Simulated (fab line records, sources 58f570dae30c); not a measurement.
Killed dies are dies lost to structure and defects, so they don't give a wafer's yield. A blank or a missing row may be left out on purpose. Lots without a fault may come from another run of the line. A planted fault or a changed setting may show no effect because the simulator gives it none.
One fault seen from 2 desks | flow berkeley_cmos170 | each desk has only its own numbers; what lay behind them comes last

THE TOOL OWNER'S DESK: furnace-01
The tool's own readings at UCB170_NWELL_OXIDATION_01 (target thk 26.4 nm, ox time 1260 s): means of the sampled wafers that have a number, for each lot that ran on this tool. A lot is out of limits, marked OUT, if its mean lies more than 4 standard deviations from the usual mean; the brackets give that distance.
Columns: A = spike_tc_centre_C at UCB170_NWELL_OXIDATION_01, usual 1001.9 C; B = spike_tc_load_C at UCB170_NWELL_OXIDATION_01, usual 1023.4 C; C = spike_tc_source_C at UCB170_NWELL_OXIDATION_01, usual 1028 C; D = tube_center_temp_C at UCB170_NWELL_OXIDATION_01, usual 999.98 C; E = tube_center_temp_C_max at UCB170_NWELL_OXIDATION_01, usual 1002.5; F = zone_power_load_pct at UCB170_NWELL_OXIDATION_01, usual 30.6 %; G = zone_power_source_pct at UCB170_NWELL_OXIDATION_01, usual 30.8 %
lot  | first seen here | A                | B                | C               | D                         | E                | F    | G
L182 | day 3 14:17     | 1001.7           | 1023.6           | 1031            | 1000.00                   | 1002.6           | 31.3 | 28.8
L184 | day 3 18:29     | 1001.0           | 1022.4           | 1032            | 1000.03                   | 1002.5           | 31.4 | 28.6
L185 | day 4 03:51     | 1032.6 (+26) OUT | 1054.1 (+13) OUT | 1061 (+7.9) OUT | 1030.47 (+99 or more) OUT | 1033.0 (+74) OUT | 33.7 | 31.2
L186 | day 4 07:52     | 1032.0 (+25) OUT | 1053.6 (+13) OUT | 1061 (+7.9) OUT | 1030.37 (+99 or more) OUT | 1033.1 (+75) OUT | 34.0 | 31.1
This desk's finding: out of limits on L185, L186; first on L185, day 4 03:51 (spike_tc_centre_C at UCB170_NWELL_OXIDATION_01). In limits: L182, L184.

THE METROLOGY DESK
What the gauges read, lot by lot, whatever tool the lot ran on: means of the sampled wafers that have a number. A lot is out of limits, marked OUT, if its mean lies more than 4 standard deviations from the usual mean; the brackets give that distance.
Columns: A = NWELL_OXIDE_THK at UCB170_NWELL_THK_MEAS_02, usual 26.1 nm
lot  | first seen here | A
L175 | day 2 03:28     | 26.2
L176 | day 2 03:30     | 26.6
L178 | day 2 14:16     | 26.0
L177 | day 2 14:17     | 26.6
L182 | day 3 15:38     | 26.2
L184 | day 3 19:51     | 27.0
L185 | day 4 05:13     | 34.1 (+17) OUT
L186 | day 4 09:15     | 34.2 (+17) OUT
L196 | day 6 15:02     | 26.4
L197 | day 6 15:08     | 25.9
L198 | day 7 01:38     | 26.5
This desk's finding: out of limits on L185, L186; first on L185, day 4 05:13 (NWELL_OXIDE_THK at UCB170_NWELL_THK_MEAS_02). In limits: L175, L176, L178, L177, L182, L184, L196, L197, L198.

PUT TOGETHER
The tool owner's desk could have raised an alarm at day 4 03:51, on L185, L186.
The metrology desk could have raised an alarm at day 4 05:13, on L185, L186.
Of the lots named, all ran UCB170_NWELL_OXIDATION_01 on furnace-01.

WHAT THE SIMULATOR HAD PUT IN
Process parameter drift: furnace-01, from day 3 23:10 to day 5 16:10, at UCB170_NWELL_OXIDATION_01. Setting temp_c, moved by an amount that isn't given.
Lots struck among those shown: L185, L186.
Hours from the fault's start to each desk's first reading out of limits: the tool owner's desk, 5; the metrology desk, 6.
